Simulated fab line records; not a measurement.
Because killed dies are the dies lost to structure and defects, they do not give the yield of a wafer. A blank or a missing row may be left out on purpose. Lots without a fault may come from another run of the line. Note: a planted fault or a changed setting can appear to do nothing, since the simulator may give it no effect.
Split-lot trial | flow berkeley-cmos170 | 23 wafers read from 5 lots, route of 331 steps

## ON THE SPLIT
At UCB170_PVT_COAT_01 (resist thk 900 nm), the setting spin-rpm was moved away from the recipe's 1500 rpm on 9 of the 23 wafers read, by -4.7% to +7.4%. For the rest of the wafers, this setting stayed at what the recipe calls for.

The split's own step is where the reading is taken.

## THE READING
KrF_of_PVT_COAT_01.thk-nm (the simulator's own value, which no gauge read), in nm, at UCB170_PVT_COAT_01 (resist thk 900 nm). The file gives no usual value for it. Across the 14 wafers here that went through the recipe, the average is 900.7 nm and the standard deviation 2.5 nm.

wafer  | tool, chamber at the split | spin-rpm as run, rpm | against the recipe | KrF_of_PVT_COAT_01.thk-nm, nm | against lot-mates on the recipe
L076.1 | litho-track-02, 0          | 1500                 | recipe             | 903.4                         | -
L076.2 | litho-track-02, 0          | 1611                 | +7.4%              | 874.2                         | -29.2
L076.4 | litho-track-02, 0          | 1611                 | +7.4%              | 869.7                         | -33.7
L076.5 | litho-track-02, 0          | 1500                 | recipe             | 905.1                         | -
L076.6 | litho-track-02, 0          | 1500                 | recipe             | 901.7                         | -
L077.1 | litho-track-01, 0          | 1429                 | -4.7%              | 920.8                         | +23.9
L077.2 | litho-track-01, 0          | 1500                 | recipe             | 896.3                         | -
L077.3 | litho-track-01, 0          | 1429                 | -4.7%              | 919.2                         | +22.3
L077.4 | litho-track-01, 0          | 1500                 | recipe             | 897.6                         | -
L077.6 | litho-track-01, 0          | 1500                 | recipe             | 896.9                         | -
L079.1 | litho-track-02, 0          | 1500                 | recipe             | 900.5                         | -
L079.3 | litho-track-02, 0          | 1500                 | recipe             | 900.3                         | -
L079.4 | litho-track-02, 0          | 1574                 | +4.9%              | 879.9                         | -20.2
L079.5 | litho-track-02, 0          | 1574                 | +4.9%              | 879.2                         | -20.9
L079.6 | litho-track-02, 0          | 1500                 | recipe             | 899.6                         | -
L081.1 | litho-track-03, 0          | 1603                 | +6.9%              | 872.6                         | -30.4
L081.2 | litho-track-03, 0          | 1603                 | +6.9%              | 870.1                         | -32.9
L081.3 | litho-track-03, 0          | 1603                 | +6.9%              | 873.4                         | -29.6
L081.5 | litho-track-03, 0          | 1500                 | recipe             | 902.9                         | -
L081.6 | litho-track-03, 0          | 1500                 | recipe             | 903.1                         | -
L083.1 | litho-track-01, 0          | 1500                 | recipe             | 899.8                         | -
L083.2 | litho-track-01, 0          | 1500                 | recipe             | 900.3                         | -
L083.5 | litho-track-01, 0          | 1500                 | recipe             | 902.5                         | -

FIT RESULTS
A straight line over all 23 wafers: KrF_of_PVT_COAT_01.thk-nm changes by -4.08 nm for each +1% of spin-rpm; r = -0.99; the points scatter about the line by 2.3 nm.
The same after taking each lot's own level away (the mean of its wafers on the recipe; 23 wafers): -4.47 nm for each +1%; r = -1.00; scatter 1.4 nm.
On that fit, the largest move of spin-rpm shifts the reading by 33 nm.
Measured against the standard deviation above, the lots' own levels, which go from 896.93 to 903.40 nm, span 2.6 times it.
The two slopes are in agreement: the lot-to-lot level therefore moves the slope only a little.
Check: for one of the wafers moved furthest among these (+7.4%), held out of the fit, the line's prediction against its lot-mates is -33.3 nm. Against them it came out at -29.2 nm.

## FURTHER SPLITS ON THESE WAFERS
Other splits were also applied to these wafers ahead of the reading. Each is held against what the fit with the lots' levels taken away leaves over:
other split on the same wafers      | wafers away from the commonest value | r with KrF_of_PVT_COAT_01.thk-nm (lot level and that fit taken away)
UCB170_START_OXIDATION_02 ox-time-s | 18                                   | +0.09
UCB170_NWELL_IMPLANT_14 energy-kev  | 8                                    | +0.14
UCB170_ACTIVE_OXIDATION_02 temp-c   | 10                                   | -0.03

## THE WHOLE CHAIN: every reading that the file lists as answering this split, in the file's order
step                | what it does      | reading                                                                    | change (the file's fit)              | r (the file's)
UCB170_PVT_COAT_01  | resist thk 900 nm | KrF_of_PVT_COAT_01.thk-nm (the simulator's own value, which no gauge read) | -4.41 nm for each +1% of the setting | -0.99
UCB170_PVT_STRIP_08 | strips in O2      | strip-time-to-endpoint-s                                                   | withheld for each +1% of the setting | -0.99

## THE FILE'S OWN FIT
KrF_of_PVT_COAT_01.thk-nm changes by -4.41 nm for each +1% of spin-rpm, r = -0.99.
